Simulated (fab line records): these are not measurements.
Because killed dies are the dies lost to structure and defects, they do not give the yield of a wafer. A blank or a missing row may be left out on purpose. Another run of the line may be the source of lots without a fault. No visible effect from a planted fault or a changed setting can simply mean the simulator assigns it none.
Split-lot experiment :: flow rit-cmos :: route with 202 steps; 5 lots, 23 wafers read

== THE SPLIT ==
At RIT_REOX_OXIDATION_03 (target thk 25.2 nm, ox time 5580 s), the setting ox-time-s was moved away from the recipe's 5580 s on 20 of the 23 wafers read, by -10.6% to +8.6%. This setting was run at the recipe's value on the other wafers.

No step appears in the file between the split and the reading.

== THE READING ==
REOX_OXIDE_THK in nanometres, read at RIT_REOX_THK_MEAS_04. A value of 25.2 nm with a standard deviation of 0.48 nm is what fault-free wafers of this fab line usually give.

wafer: L075.1
tool, chamber at the split: -, -
ox-time-s as run, s: 5091
against the recipe: -8.8%
REOX_OXIDE_THK, nm: 24.3
against lot-mates on the recipe: no lot-mate on the recipe

wafer: L075.2
tool, chamber at the split: -, -
ox-time-s as run, s: 5091
against the recipe: -8.8%
REOX_OXIDE_THK, nm: 23.5
against lot-mates on the recipe: no lot-mate on the recipe

wafer: L075.4
tool, chamber at the split: -, -
ox-time-s as run, s: 5091
against the recipe: -8.8%
REOX_OXIDE_THK, nm: 24.2
against lot-mates on the recipe: no lot-mate on the recipe

wafer: L075.5
tool, chamber at the split: -, -
ox-time-s as run, s: 5091
against the recipe: -8.8%
REOX_OXIDE_THK, nm: 24.2
against lot-mates on the recipe: no lot-mate on the recipe

wafer: L075.6
tool, chamber at the split: -, -
ox-time-s as run, s: 5091
against the recipe: -8.8%
REOX_OXIDE_THK, nm: 24.3
against lot-mates on the recipe: no lot-mate on the recipe

wafer: L076.1
tool, chamber at the split: -, -
ox-time-s as run, s: 4988
against the recipe: -10.6%
REOX_OXIDE_THK, nm: 23.2
against lot-mates on the recipe: no lot-mate on the recipe

wafer: L076.2
tool, chamber at the split: -, -
ox-time-s as run, s: 4988
against the recipe: -10.6%
REOX_OXIDE_THK, nm: 23.6
against lot-mates on the recipe: no lot-mate on the recipe

wafer: L076.3
tool, chamber at the split: -, -
ox-time-s as run, s: 4988
against the recipe: -10.6%
REOX_OXIDE_THK, nm: 23.4
against lot-mates on the recipe: no lot-mate on the recipe

wafer: L076.4
tool, chamber at the split: -, -
ox-time-s as run, s: 4988
against the recipe: -10.6%
REOX_OXIDE_THK, nm: 23.6
against lot-mates on the recipe: no lot-mate on the recipe

wafer: L076.6
tool, chamber at the split: -, -
ox-time-s as run, s: 4988
against the recipe: -10.6%
REOX_OXIDE_THK, nm: 23.2
against lot-mates on the recipe: no lot-mate on the recipe

wafer: L078.3
tool, chamber at the split: furnace-01, 0
ox-time-s as run, s: 5580
against the recipe: recipe
REOX_OXIDE_THK, nm: 25.1
against lot-mates on the recipe: -

wafer: L078.4
tool, chamber at the split: furnace-01, 0
ox-time-s as run, s: 5580
against the recipe: recipe
REOX_OXIDE_THK, nm: 25.4
against lot-mates on the recipe: -

wafer: L078.5
tool, chamber at the split: furnace-01, 0
ox-time-s as run, s: 5580
against the recipe: recipe
REOX_OXIDE_THK, nm: 25.0
against lot-mates on the recipe: -

wafer: L079.1
tool, chamber at the split: -, -
ox-time-s as run, s: 6062
against the recipe: +8.6%
REOX_OXIDE_THK, nm: 27.8
against lot-mates on the recipe: no lot-mate on the recipe

wafer: L079.2
tool, chamber at the split: -, -
ox-time-s as run, s: 6062
against the recipe: +8.6%
REOX_OXIDE_THK, nm: 27.6
against lot-mates on the recipe: no lot-mate on the recipe

wafer: L079.3
tool, chamber at the split: -, -
ox-time-s as run, s: 6062
against the recipe: +8.6%
REOX_OXIDE_THK, nm: 27.8
against lot-mates on the recipe: no lot-mate on the recipe

wafer: L079.4
tool, chamber at the split: -, -
ox-time-s as run, s: 6062
against the recipe: +8.6%
REOX_OXIDE_THK, nm: 27.6
against lot-mates on the recipe: no lot-mate on the recipe

wafer: L079.5
tool, chamber at the split: -, -
ox-time-s as run, s: 6062
against the recipe: +8.6%
REOX_OXIDE_THK, nm: 27.5
against lot-mates on the recipe: no lot-mate on the recipe

wafer: L080.1
tool, chamber at the split: -, -
ox-time-s as run, s: 5129
against the recipe: -8.1%
REOX_OXIDE_THK, nm: 23.1
against lot-mates on the recipe: no lot-mate on the recipe

wafer: L080.2
tool, chamber at the split: -, -
ox-time-s as run, s: 5129
against the recipe: -8.1%
REOX_OXIDE_THK, nm: 23.5
against lot-mates on the recipe: no lot-mate on the recipe

wafer: L080.3
tool, chamber at the split: -, -
ox-time-s as run, s: 5129
against the recipe: -8.1%
REOX_OXIDE_THK, nm: 23.0
against lot-mates on the recipe: no lot-mate on the recipe

wafer: L080.4
tool, chamber at the split: -, -
ox-time-s as run, s: 5129
against the recipe: -8.1%
REOX_OXIDE_THK, nm: 23.4
against lot-mates on the recipe: no lot-mate on the recipe

wafer: L080.5
tool, chamber at the split: -, -
ox-time-s as run, s: 5129
against the recipe: -8.1%
REOX_OXIDE_THK, nm: 23.4
against lot-mates on the recipe: no lot-mate on the recipe

THE FIT
A straight line over all 23 wafers: REOX_OXIDE_THK changes by +0.221 nm for each +1% of ox-time-s; r = +0.97; the points scatter about the line by 0.44 nm.
Too few moved wafers with a lot-mate on the recipe to fit a line net of each lot's own level.

== THE WHOLE CHAIN: every reading that the file lists as answering this split, in the file's order ==
step: RIT_REOX_OXIDATION_03
what it does: target thk 25.2 nm, ox time 5580 s
reading: SiO2_of_REOX_OXIDATION_03.thk-nm (the simulator's own value, which no gauge read)
change (the file's fit): +0.22 nm for each +1% of the setting
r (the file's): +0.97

step: RIT_REOX_THK_MEAS_04
what it does: 
reading: REOX_OXIDE_THK
change (the file's fit): +0.22 for each +1% of the setting
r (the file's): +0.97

step: RIT_SPACER_CLEAN_00
what it does: cleans in SC1, time 600 s
reading: SiO2_of_REOX_OXIDATION_03.thk-nm (the simulator's own value, which no gauge read)
change (the file's fit): +0.206 nm for each +1% of the setting
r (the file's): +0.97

== THE FILE'S OWN FIT ==
REOX_OXIDE_THK changes by +0.22 nm for each +1% of ox-time-s, r = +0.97.
